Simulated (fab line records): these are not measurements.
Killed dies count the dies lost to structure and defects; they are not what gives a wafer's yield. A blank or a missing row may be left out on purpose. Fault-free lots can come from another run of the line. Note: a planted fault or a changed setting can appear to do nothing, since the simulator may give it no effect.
The tool behind it: which one? :: flow rit cmos :: Sampling: 13 lots, 39 wafers, 5 of 202 route steps

== WHAT EACH GAUGE READ, for each wafer ==
RIT_ACTIVE_CD_MEAS_11 targets a cd of 1400 nm. Usual: 1399.8 nm for cd nm, sd 2.2.
lot: L646
measured: day 1 17:28
on: cd sem-02
cd nm (nm): 1399.1 1400.0 1401.3
flag: 

lot: L647
measured: day 1 20:36
on: cd sem-01
cd nm (nm): 1399.2 1398.4 1397.5
flag: 

lot: L648
measured: day 2 00:52
on: cd sem-01
cd nm (nm): 1399.3 1398.7 1397.9
flag: 

lot: L650
measured: day 2 11:05
on: cd sem-02
cd nm (nm): 1401.9 1402.8 1402.3
flag: 

lot: L653
measured: day 3 02:05
on: cd sem-01
cd nm (nm): 1397.0 1393.7 1399.6
flag: 

lot: L655
measured: day 3 13:50
on: cd sem-01
cd nm (nm): 1552.5 1551.7 1552.6
flag: OFF

lot: L660
measured: day 4 18:08
on: cd sem-02
cd nm (nm): 1396.3 1397.0 1396.6
flag: 

lot: L664
measured: day 5 08:49
on: cd sem-01
cd nm (nm): 1398.4 1399.5 1398.6
flag: 

lot: L665
measured: day 5 13:53
on: cd sem-02
cd nm (nm): 1399.1 1398.9 1401.7
flag: 

lot: L666
measured: day 5 22:18
on: cd sem-02
cd nm (nm): 1395.5 1393.4 1394.3
flag: 

lot: L667
measured: day 6 03:02
on: cd sem-01
cd nm (nm): 1399.9 1400.9 1398.7
flag: 

lot: L668
measured: day 6 05:15
on: cd sem-01
cd nm (nm): 1401.0 1401.5 1401.4
flag: 

lot: L669
measured: day 6 09:30
on: cd sem-01
cd nm (nm): 1400.2 1400.9 1403.7
flag: 

RIT_FOX2_THK_MEAS_01. Usual: FOX2_OXIDE_THK 353 nm, standard deviation 6.2.
lot: L646
measured: day 2 01:17
on: film metro-02
FOX2_OXIDE_THK (nm): 354 355 357
flag: 

lot: L647
measured: day 2 01:17
on: film metro-03
FOX2_OXIDE_THK (nm): 349 351 348
flag: 

lot: L648
measured: day 2 05:08
on: film metro-03
FOX2_OXIDE_THK (nm): 356 361 357
flag: 

lot: L650
measured: day 2 17:34
on: film metro-03
FOX2_OXIDE_THK (nm): 353 353 348
flag: 

lot: L653
measured: day 3 09:26
on: film metro-03
FOX2_OXIDE_THK (nm): 347 350 350
flag: 

lot: L655
measured: day 3 22:31
on: film metro-03
FOX2_OXIDE_THK (nm): 351 355 357
flag: 

lot: L660
measured: day 4 22:01
on: film metro-02
FOX2_OXIDE_THK (nm): 349 347 350
flag: 

lot: L664
measured: day 5 16:47
on: film metro-04
FOX2_OXIDE_THK (nm): 351 353 351
flag: 

lot: L665
measured: day 5 20:41
on: film metro-03
FOX2_OXIDE_THK (nm): 359 357 353
flag: 

lot: L666
measured: day 6 04:04
on: film metro-03
FOX2_OXIDE_THK (nm): 357 353 359
flag: 

lot: L667
measured: day 6 09:27
on: film metro-03
FOX2_OXIDE_THK (nm): 354 362 365
flag: 

lot: L668
measured: day 6 09:26
on: film metro-04
FOX2_OXIDE_THK (nm): 350 353 352
flag: 

lot: L669
measured: day 6 13:22
on: film metro-02
FOX2_OXIDE_THK (nm): 353 352 354
flag: 

RIT_CONTACT_CD_MEAS_90 targets a cd of 1000 nm. Usual: 1000.5 nm for cd nm, sd 2.3.
lot: L646
measured: day 3 15:11
on: cd sem-02
cd nm (nm): 1002.0 999.8 1002.2
flag: 

lot: L647
measured: day 3 17:03
on: cd sem-01
cd nm (nm): 1005.4 1005.5 1003.8
flag: 

lot: L648
measured: day 3 21:25
on: cd sem-01
cd nm (nm): 998.5 999.5 1000.5
flag: 

lot: L650
measured: day 4 08:46
on: cd sem-02
cd nm (nm): 1001.4 1000.0 1001.3
flag: 

lot: L653
measured: day 5 00:29
on: cd sem-02
cd nm (nm): 1000.9 1002.3 1001.6
flag: 

lot: L655
measured: day 5 12:20
on: cd sem-02
cd nm (nm): 997.7 999.1 998.0
flag: 

lot: L660
measured: day 6 19:01
on: cd sem-01
cd nm (nm): 999.0 1003.7 1000.0
flag: 

lot: L664
measured: day 7 06:49
on: cd sem-01
cd nm (nm): 996.5 996.8 999.3
flag: 

lot: L665
measured: day 7 10:14
on: cd sem-02
cd nm (nm): 998.1 997.8 998.6
flag: 

lot: L666
measured: day 7 14:57
on: cd sem-01
cd nm (nm): 1002.3 1004.0 1003.3
flag: 

lot: L667
measured: day 7 19:06
on: cd sem-02
cd nm (nm): 997.5 997.1 997.6
flag: 

lot: L668
measured: day 7 22:01
on: cd sem-02
cd nm (nm): 1001.1 1001.2 1001.8
flag: 

lot: L669
measured: day 8 03:00
on: cd sem-01
cd nm (nm): 1000.5 1003.0 1002.0
flag: 

== TOOL THAT RAN EACH LOT (tool first, then ch and the chambers of the sampled wafers, then the start) ==
lot: L646
RIT_ACTIVE_EXPOSE_08: iline stepper-02 ch 0, day 1 17:04
RIT_SPACER_ETCHBACK_05: rie diel-03 ch 0,1, day 3 08:54

lot: L647
RIT_ACTIVE_EXPOSE_08: iline stepper-02 ch 0, day 1 20:12
RIT_SPACER_ETCHBACK_05: rie diel-02 ch 1,2,3, day 3 10:35

lot: L648
RIT_ACTIVE_EXPOSE_08: iline stepper-02 ch 0, day 2 00:28
RIT_SPACER_ETCHBACK_05: rie diel-03 ch 0,3, day 3 14:43

lot: L650
RIT_ACTIVE_EXPOSE_08: iline stepper-02 ch 0, day 2 10:41
RIT_SPACER_ETCHBACK_05: rie diel-04 ch 0,1,3, day 4 02:26

lot: L653
RIT_ACTIVE_EXPOSE_08: iline stepper-02 ch 0, day 3 01:41
RIT_SPACER_ETCHBACK_05: rie diel-03 ch 0,1, day 4 17:43

lot: L655
RIT_ACTIVE_EXPOSE_08: iline stepper-02 ch 0, day 3 13:26
RIT_SPACER_ETCHBACK_05: rie diel-03 ch 0,1,2, day 5 06:11

lot: L660
RIT_ACTIVE_EXPOSE_08: iline stepper-01 ch 0, day 4 17:44
RIT_SPACER_ETCHBACK_05: rie diel-04 ch 0,1,3, day 6 12:15

lot: L664
RIT_ACTIVE_EXPOSE_08: iline stepper-02 ch 0, day 5 08:25
RIT_SPACER_ETCHBACK_05: rie diel-02 ch 0,3, day 7 00:19

lot: L665
RIT_ACTIVE_EXPOSE_08: iline stepper-01 ch 0, day 5 13:28
RIT_SPACER_ETCHBACK_05: rie diel-03 ch 1,3, day 7 02:55

lot: L666
RIT_ACTIVE_EXPOSE_08: iline stepper-02 ch 0, day 5 21:54
RIT_SPACER_ETCHBACK_05: rie diel-03 ch 0,1,3, day 7 07:55

lot: L667
RIT_ACTIVE_EXPOSE_08: iline stepper-01 ch 0, day 6 02:38
RIT_SPACER_ETCHBACK_05: rie diel-02 ch 0,1,2, day 7 12:37

lot: L668
RIT_ACTIVE_EXPOSE_08: iline stepper-02 ch 0, day 6 04:51
RIT_SPACER_ETCHBACK_05: rie diel-03 ch 1,2,3, day 7 15:28

lot: L669
RIT_ACTIVE_EXPOSE_08: iline stepper-02 ch 0, day 6 09:06
RIT_SPACER_ETCHBACK_05: rie diel-04 ch 0,3, day 7 20:25
- RIT_ACTIVE_EXPOSE_08: exposes mask M1, target cd 1400 nm.
- RIT_SPACER_ETCHBACK_05: etches Si3N4 in SF6/CHF3, stops on SiO2, target depth 250 nm, time 240 s.

== AS READ BY THE TOOLS THEMSELVES (means over the sampled wafers that have a number; for cases with no such wafer, the mark the record gives instead) ==
RIT_SPACER_ETCHBACK_05. Usual: drypump motor current A 5.6 A, standard deviation 0.4; oes product au 0.827 a.u., standard deviation 0.013; throttle valve pct 10.26 %, standard deviation 0.15.
lot: L646
tool: rie diel-03
drypump motor current A (A): 5.3
oes product au (a.u.): 0.820
throttle valve pct (%): 10.21
flag: 

lot: L647
tool: rie diel-02
drypump motor current A (A): 5.3
oes product au (a.u.): 0.823
throttle valve pct (%): 10.32
flag: 

lot: L648
tool: rie diel-03
drypump motor current A (A): 5.4
oes product au (a.u.): 0.823
throttle valve pct (%): 10.35
flag: 

lot: L650
tool: rie diel-04
drypump motor current A (A): 5.6
oes product au (a.u.): 0.839
throttle valve pct (%): 10.25
flag: 

lot: L653
tool: rie diel-03
drypump motor current A (A): 5.3
oes product au (a.u.): 0.814
throttle valve pct (%): 10.22
flag: 

lot: L655
tool: rie diel-03
drypump motor current A (A): 5.5
oes product au (a.u.): 0.821
throttle valve pct (%): 10.18
flag: 

lot: L660
tool: rie diel-04
drypump motor current A (A): 5.6
oes product au (a.u.): 0.830
throttle valve pct (%): 10.24
flag: 

lot: L664
tool: rie diel-02
drypump motor current A (A): 5.6
oes product au (a.u.): 0.836
throttle valve pct (%): 10.20
flag: 

lot: L665
tool: rie diel-03
drypump motor current A (A): 5.4
oes product au (a.u.): 0.816
throttle valve pct (%): 10.18
flag: 

lot: L666
tool: rie diel-03
drypump motor current A (A): 5.4
oes product au (a.u.): 0.814
throttle valve pct (%): 10.26
flag: 

lot: L667
tool: rie diel-02
drypump motor current A (A): 5.5
oes product au (a.u.): 0.824
throttle valve pct (%): 10.29
flag: 

lot: L668
tool: rie diel-03
drypump motor current A (A): 5.7
oes product au (a.u.): 0.818
throttle valve pct (%): 10.14
flag: 

lot: L669
tool: rie diel-04
drypump motor current A (A): 6.0
oes product au (a.u.): 0.837
throttle valve pct (%): 10.23
flag: 

== THE ANSWER, worked out from the rows above alone ==
Rule: a lot counts as off when the mean over its wafers that have a number is more than 3 standard deviations away from the usual mean. Also off: a lot with no number at a reading for which 4 or more lots have one. Any other lot the step has rows for is counted as sound. After the gauges, taken in route order, come the tools' own readings; for these a lot's mean is taken, as printed above. At the first step where some lot is off, the reading lying furthest off is the one used; lots without a number count as furthest.
Off at RIT_ACTIVE_CD_MEAS_11 (cd nm): L655.
A tool fits if, at a process step before that reading, it ran every lot that is off, and no sound lot after the first of them. Gauges at RIT_ACTIVE_CD_MEAS_11: tried the same way as those tools. Not one of the candidates tried fits.

== WHAT THE SIMULATOR HAD INSERTED ==
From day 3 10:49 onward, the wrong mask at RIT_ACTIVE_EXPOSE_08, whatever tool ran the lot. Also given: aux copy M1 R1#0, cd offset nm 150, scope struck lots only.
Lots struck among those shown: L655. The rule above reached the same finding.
